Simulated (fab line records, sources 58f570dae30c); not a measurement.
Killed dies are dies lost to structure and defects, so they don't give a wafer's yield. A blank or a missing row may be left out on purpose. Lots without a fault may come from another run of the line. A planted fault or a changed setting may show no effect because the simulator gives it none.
Problem report in the 8D (eight disciplines) form, filled by code | flow berkeley_cmos170 | the parts of the form that need people (team, actions taken, sign-off) are left out

1. THE PROBLEM
cd_nm at UCB170_M2_CD_MEAS_90 reads a mean of 674.9 nm on 6 wafers of 2 lots; wafers without a fault read 699.2 nm with a standard deviation of 2.9. That is -8.4 standard deviations from the usual mean.
The step: target cd 700 nm.
First seen on wafer L594.3, day 9 21:08, on cd_sem-01. The record holds 42 wafers of 14 lots with a number at this step. Rule for "out", or "out of limits": more than 4 standard deviations from the usual mean. The other wafers with a number count as sound.

2. WHAT IT IS AND WHAT IT IS NOT
question                    | is                     | is not
which readings at this step | cd_nm                  | -
which lots                  | L594, L598             | L585, L586, L589, L590, L591, L592, L600, L601, L602, L605, L606, L608
which wafers of those lots  | all that have a number | -
read on which gauges        | cd_sem-01              | cd_sem-02
when                        | from day 9 21:08       | up to then (18 sound wafers); but 18 sound wafers of L600, L601, L602, L605, L606, L608 came after

3. SUSPECTS, AND WHAT RULES EACH OUT
Counting: a tool at a process step up to the reading stays a suspect if it ran every lot that is out and no sound lot after the first of them.
- the gauge at UCB170_M2_CD_MEAS_90: ruled out. All the wafers that are out were read on cd_sem-01, but those of them that UCB170_M2_STRIP_19 has rows for are out there too, on other tools.
- rie_metal-02 at UCB170_M2_METAL_ETCH_18 (etches Al in Cl2/BCl3, stops on SiO2, target depth 1170 nm, time 195 s): kept. It ran every lot that is out, first L594 (day 9 20:53), and no sound lot after that; its last sound lot up to then is L592 (day 8 20:32).
- plasma_asher-01 at UCB170_M2_STRIP_19 (strips in O2): kept. It ran every lot that is out, first L594 (day 9 21:02), and no sound lot after that; its last sound lot up to then is L590 (day 8 09:24). Its own readings are out on those wafers: oes_product_au.
Left after counting: rie_metal-02 at UCB170_M2_METAL_ETCH_18, plasma_asher-01 at UCB170_M2_STRIP_19.

4. THE CAUSE (what the simulator had put in)
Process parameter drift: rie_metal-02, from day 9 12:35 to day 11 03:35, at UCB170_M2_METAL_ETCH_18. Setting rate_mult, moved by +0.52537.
Counting left 2 suspects, and this tool is among them.

5. THE CHAIN OF EFFECTS, in route order
Each row: a reading whose mean over the struck wafers that have a number lies more than 3 standard deviations from the usual. Only readings for which the record gives a usual standard deviation are gone through. hours: the time from each lot's start at the first step in this table that gives one to its start at this step, as a median over the lots. sigmas: the change in usual standard deviations.
hours | step                 | reading        | usual      | on struck wafers | change | sigmas
0     | UCB170_M2_STRIP_19   | oes_product_au | 0.538 a.u. | 0.310            | -0.228 | -26
0     | UCB170_M2_CD_MEAS_90 | cd_nm          | 699.2 nm   | 674.9            | -24.3  | -8.4
The process steps in it:
- UCB170_M2_STRIP_19: strips in O2.

6. WHAT WOULD HAVE CAUGHT IT SOONER
In this record the first reading out of limits at a measuring or inspecting step was taken at day 9 21:08, 9 hours after the fault began at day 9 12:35.
Of the tool readings at UCB170_M2_METAL_ETCH_18 for which the record gives a usual standard deviation, none was out on any struck wafer, so an alarm limit of 4 standard deviations on them would not have fired.
Of the lots that are out (2), L598 began UCB170_M2_METAL_ETCH_18 on rie_metal-02 after day 9 21:08. A hold on the tool at that time would have spared it.
